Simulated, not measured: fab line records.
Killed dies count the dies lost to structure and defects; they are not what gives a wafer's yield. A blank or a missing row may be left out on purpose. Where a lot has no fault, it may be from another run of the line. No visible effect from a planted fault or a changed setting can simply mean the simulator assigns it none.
Which tool is to blame? / flow berkeleyCmos170 / Sampling: 14 lots, 42 wafers, 5 of 331 route steps

WHAT THE GAUGES READ, wafer by wafer
UCB170_NWELL_TW_MEAS_16.
lot=L268; measured=day 2 10:01; on=filmMetro-01; NWELL_TW=1220 1226 1228
lot=L269; measured=day 2 19:09; on=filmMetro-03; NWELL_TW=1253 1247 1246
lot=L271; measured=day 3 10:29; on=filmMetro-01; NWELL_TW=1229 1219 1209
lot=L275; measured=day 3 21:41; on=filmMetro-03; NWELL_TW=1255 1251 1258
lot=L277; measured=day 4 10:49; on=filmMetro-03; NWELL_TW=1255 1246 1251
lot=L280; measured=day 4 23:17; on=filmMetro-01; NWELL_TW=1218 1216 1225
lot=L282; measured=day 5 08:45; on=filmMetro-03; NWELL_TW=1249 1250 1249
lot=L283; measured=day 5 18:25; on=filmMetro-03; NWELL_TW=1251 1252 1251
lot=L286; measured=day 6 06:31; on=filmMetro-01; NWELL_TW=1227 1222 1226
lot=L287; measured=day 6 19:39; on=filmMetro-02; NWELL_TW=1260 1257 1258
lot=L288; measured=day 6 19:59; on=filmMetro-01; NWELL_TW=1225 1228 1229
lot=L289; measured=day 7 09:21; on=filmMetro-01; NWELL_TW=1222 1230 1224
lot=L290; measured=day 7 09:32; on=filmMetro-02; NWELL_TW=1248 1247 1252
lot=L291; measured=day 7 17:38; on=filmMetro-01; NWELL_TW=1235 1230 1223

UCB170_M1_RS_MEAS_01: the measuring method here is four-point-probe.
lot=L268; measured=day 8 10:17; on=filmMetro-03; M1_AL_RS (ohm/sq)=0.0480 0.0484 0.0481
lot=L269; measured=day 8 20:01; on=filmMetro-04; M1_AL_RS (ohm/sq)=0.0497 0.0486 0.0477
lot=L271; measured=day 9 02:57; on=filmMetro-04; M1_AL_RS (ohm/sq)=0.0489 0.0485 0.0495
lot=L275; measured=day 9 12:55; on=filmMetro-03; M1_AL_RS (ohm/sq)=0.0498 0.0489 0.0482
lot=L277; measured=day 10 00:01; on=filmMetro-02; M1_AL_RS (ohm/sq)=0.0487 0.0488 0.0491
lot=L280; measured=day 10 11:32; on=filmMetro-02; M1_AL_RS (ohm/sq)=0.0481 0.0484 0.0487
lot=L282; measured=day 11 01:24; on=filmMetro-02; M1_AL_RS (ohm/sq)=0.0489 0.0483 0.0486
lot=L283; measured=day 11 03:21; on=filmMetro-03; M1_AL_RS (ohm/sq)=0.0484 0.0488 0.0490
lot=L286; measured=day 12 01:08; on=filmMetro-03; M1_AL_RS (ohm/sq)=0.0490 0.0501 0.0495
lot=L287; measured=day 12 01:50; on=filmMetro-04; M1_AL_RS (ohm/sq)=0.0490 0.0482 0.0485
lot=L288; measured=day 12 01:52; on=filmMetro-03; M1_AL_RS (ohm/sq)=0.0492 0.0493 0.0488
lot=L289; measured=day 12 21:24; on=filmMetro-04; M1_AL_RS (ohm/sq)=0.0487 0.0481 0.0483
lot=L290; measured=day 12 21:41; on=filmMetro-03; M1_AL_RS (ohm/sq)=0.0481 0.0491 0.0481
lot=L291; measured=day 13 15:20; on=filmMetro-03; M1_AL_RS (ohm/sq)=0.0500 0.0488 0.0496

UCB170_M1_THK_MEAS_02: measures by xrf.
lot=L268; measured=day 8 10:24; on=filmMetro-03; M1_AL_THK (nm)=595 592 597
lot=L269; measured=day 8 20:07; on=filmMetro-04; M1_AL_THK (nm)=578 588 599
lot=L271; measured=day 9 03:04; on=filmMetro-04; M1_AL_THK (nm)=587 595 582
lot=L275; measured=day 9 13:02; on=filmMetro-03; M1_AL_THK (nm)=583 596 598
lot=L277; measured=day 10 00:07; on=filmMetro-02; M1_AL_THK (nm)=591 589 589
lot=L280; measured=day 10 11:39; on=filmMetro-02; M1_AL_THK (nm)=598 594 591
lot=L282; measured=day 11 01:31; on=filmMetro-02; M1_AL_THK (nm)=591 598 592
lot=L283; measured=day 11 03:28; on=filmMetro-03; M1_AL_THK (nm)=593 589 587
lot=L286; measured=day 12 01:15; on=filmMetro-03; M1_AL_THK (nm)=588 578 586
lot=L287; measured=day 12 01:57; on=filmMetro-04; M1_AL_THK (nm)=586 597 594
lot=L288; measured=day 12 01:59; on=filmMetro-03; M1_AL_THK (nm)=588 590 594
lot=L289; measured=day 12 21:31; on=filmMetro-04; M1_AL_THK (nm)=591 596 598
lot=L290; measured=day 12 21:48; on=filmMetro-03; M1_AL_THK (nm)=601 587 601
lot=L291; measured=day 13 15:28; on=filmMetro-03; M1_AL_THK (nm)=581 591 584

WHAT TOOL EACH LOT RAN ON (gives the tool, then ch and the chambers of the sampled wafers, and finally the start)
lot=L268; UCB170_NLDD_COAT_01=lithoTrack-03 ch 0, day 7 19:07; UCB170_NLDD_STRIP_10=plasmaAsher-04 ch 0,1, day 7 20:40
lot=L269; UCB170_NLDD_COAT_01=lithoTrack-01 ch 0, day 7 23:27; UCB170_NLDD_STRIP_10=plasmaAsher-04 ch 0,1, day 8 00:34
lot=L271; UCB170_NLDD_COAT_01=lithoTrack-03 ch 0, day 8 05:02; UCB170_NLDD_STRIP_10=plasmaAsher-04 ch 0,1, day 8 06:21
lot=L275; UCB170_NLDD_COAT_01=lithoTrack-04 ch 0, day 8 17:23; UCB170_NLDD_STRIP_10=plasmaAsher-04 ch 0, day 8 19:37
lot=L277; UCB170_NLDD_COAT_01=lithoTrack-03 ch 0, day 9 05:42; UCB170_NLDD_STRIP_10=plasmaAsher-03 ch 0,1, day 9 06:49
lot=L280; UCB170_NLDD_COAT_01=lithoTrack-03 ch 0, day 9 16:49; UCB170_NLDD_STRIP_10=plasmaAsher-03 ch 0,1, day 9 18:29
lot=L282; UCB170_NLDD_COAT_01=lithoTrack-04 ch 0, day 10 06:05; UCB170_NLDD_STRIP_10=plasmaAsher-01 ch 0,1, day 10 07:43
lot=L283; UCB170_NLDD_COAT_01=lithoTrack-01 ch 0, day 10 06:43; UCB170_NLDD_STRIP_10=plasmaAsher-01 ch 0,1, day 10 07:59
lot=L286; UCB170_NLDD_COAT_01=lithoTrack-01 ch 0, day 11 04:51; UCB170_NLDD_STRIP_10=plasmaAsher-03 ch 0,1, day 11 06:31
lot=L287; UCB170_NLDD_COAT_01=lithoTrack-01 ch 0, day 11 05:20; UCB170_NLDD_STRIP_10=plasmaAsher-04 ch 0,1, day 11 07:04
lot=L288; UCB170_NLDD_COAT_01=lithoTrack-01 ch 0, day 11 05:47; UCB170_NLDD_STRIP_10=plasmaAsher-03 ch 0,1, day 11 07:22
lot=L289; UCB170_NLDD_COAT_01=lithoTrack-01 ch 0, day 12 02:43; UCB170_NLDD_STRIP_10=plasmaAsher-03 ch 0,1, day 12 04:09
lot=L290; UCB170_NLDD_COAT_01=lithoTrack-03 ch 0, day 12 03:05; UCB170_NLDD_STRIP_10=plasmaAsher-04 ch 0,1, day 12 04:23
lot=L291; UCB170_NLDD_COAT_01=lithoTrack-01 ch 0, day 12 15:58; UCB170_NLDD_STRIP_10=plasmaAsher-03 ch 0,1, day 12 17:56
- UCB170_NLDD_COAT_01: resist thk 900 nm.
- UCB170_NLDD_STRIP_10: strips in O2.

WHAT THE TOOLS THEMSELVES READ (means of the sampled wafers that have a number; where no wafer has one, the mark that the record gives instead)
UCB170_NLDD_COAT_01.
lot=L268; tool=lithoTrack-03; exhaustPa (Pa)=44.3
lot=L269; tool=lithoTrack-01; exhaustPa (Pa)=44.4
lot=L271; tool=lithoTrack-03; exhaustPa (Pa)=45.8
lot=L275; tool=lithoTrack-04; exhaustPa (Pa)=45.5
lot=L277; tool=lithoTrack-03; exhaustPa (Pa)=45.4
lot=L280; tool=lithoTrack-03; exhaustPa (Pa)=43.8
lot=L282; tool=lithoTrack-04; exhaustPa (Pa)=44.5
lot=L283; tool=lithoTrack-01; exhaustPa (Pa)=44.6
lot=L286; tool=lithoTrack-01; exhaustPa (Pa)=44.6
lot=L287; tool=lithoTrack-01; exhaustPa (Pa)=46.3
lot=L288; tool=lithoTrack-01; exhaustPa (Pa)=45.4
lot=L289; tool=lithoTrack-01; exhaustPa (Pa)=45.4
lot=L290; tool=lithoTrack-03; exhaustPa (Pa)=45.2
lot=L291; tool=lithoTrack-01; exhaustPa (Pa)=45.7

UCB170_NLDD_STRIP_10.
lot=L268; tool=plasmaAsher-04; drypumpMotorCurrentA (A)=5.2; oesProductAu (a.u.)=0.731; stripTimeToEndpointS (s)=21.57
lot=L269; tool=plasmaAsher-04; drypumpMotorCurrentA (A)=5.2; oesProductAu (a.u.)=0.735; stripTimeToEndpointS (s)=21.69
lot=L271; tool=plasmaAsher-04; drypumpMotorCurrentA (A)=5.1; oesProductAu (a.u.)=0.730; stripTimeToEndpointS (s)=21.59
lot=L275; tool=plasmaAsher-04; drypumpMotorCurrentA (A)=5.1; oesProductAu (a.u.)=0.731; stripTimeToEndpointS (s)=21.62
lot=L277; tool=plasmaAsher-03; drypumpMotorCurrentA (A)=6.0; oesProductAu (a.u.)=0.732; stripTimeToEndpointS (s)=22.40
lot=L280; tool=plasmaAsher-03; drypumpMotorCurrentA (A)=6.0; oesProductAu (a.u.)=0.733; stripTimeToEndpointS (s)=22.38
lot=L282; tool=plasmaAsher-01; drypumpMotorCurrentA (A)=5.3; oesProductAu (a.u.)=0.736; stripTimeToEndpointS (s)=21.68
lot=L283; tool=plasmaAsher-01; drypumpMotorCurrentA (A)=5.3; oesProductAu (a.u.)=0.737; stripTimeToEndpointS (s)=21.69
lot=L286; tool=plasmaAsher-03; drypumpMotorCurrentA (A)=6.0; oesProductAu (a.u.)=0.737; stripTimeToEndpointS (s)=21.68
lot=L287; tool=plasmaAsher-04; drypumpMotorCurrentA (A)=5.2; oesProductAu (a.u.)=0.734; stripTimeToEndpointS (s)=21.64
lot=L288; tool=plasmaAsher-03; drypumpMotorCurrentA (A)=6.0; oesProductAu (a.u.)=0.732; stripTimeToEndpointS (s)=21.68
lot=L289; tool=plasmaAsher-03; drypumpMotorCurrentA (A)=5.9; oesProductAu (a.u.)=0.732; stripTimeToEndpointS (s)=21.68
lot=L290; tool=plasmaAsher-04; drypumpMotorCurrentA (A)=5.1; oesProductAu (a.u.)=0.734; stripTimeToEndpointS (s)=21.56
lot=L291; tool=plasmaAsher-03; drypumpMotorCurrentA (A)=6.0; oesProductAu (a.u.)=0.730; stripTimeToEndpointS (s)=21.60

THE ANSWER, worked out from the rows above alone
Rule: the lots themselves supply what counts as usual. Put in order of their means at a reading, lots are off if they are a third of the lots or fewer, leave a main group of 4 or more, and stand apart from it by a gap of 3 or more times the standard deviation of the main group's means; of several such gaps the widest counts. The tables above print the reading to a certain number of digits; a main group whose means all agree to those digits is not used. Also off: a lot with no number at a reading for which 4 or more lots have one. The other lots that the step has rows for count as sound. After the gauges, taken in route order, come the tools' own readings; for these a lot's mean is taken, as printed above. The first step at which some lot is off is used, and at that step the reading that is off furthest; a lot without a number counts as furthest.
Off: L277, L280, at UCB170_NLDD_STRIP_10 (stripTimeToEndpointS). For the main group the mean is 21.64 s and the standard deviation 0.048.
If a tool, at that step or one of the process steps before it, ran each lot that is off and ran no sound lot following the first of them, it fits. Not one of the candidates tried fits.

WHAT THE SIMULATOR PUT IN
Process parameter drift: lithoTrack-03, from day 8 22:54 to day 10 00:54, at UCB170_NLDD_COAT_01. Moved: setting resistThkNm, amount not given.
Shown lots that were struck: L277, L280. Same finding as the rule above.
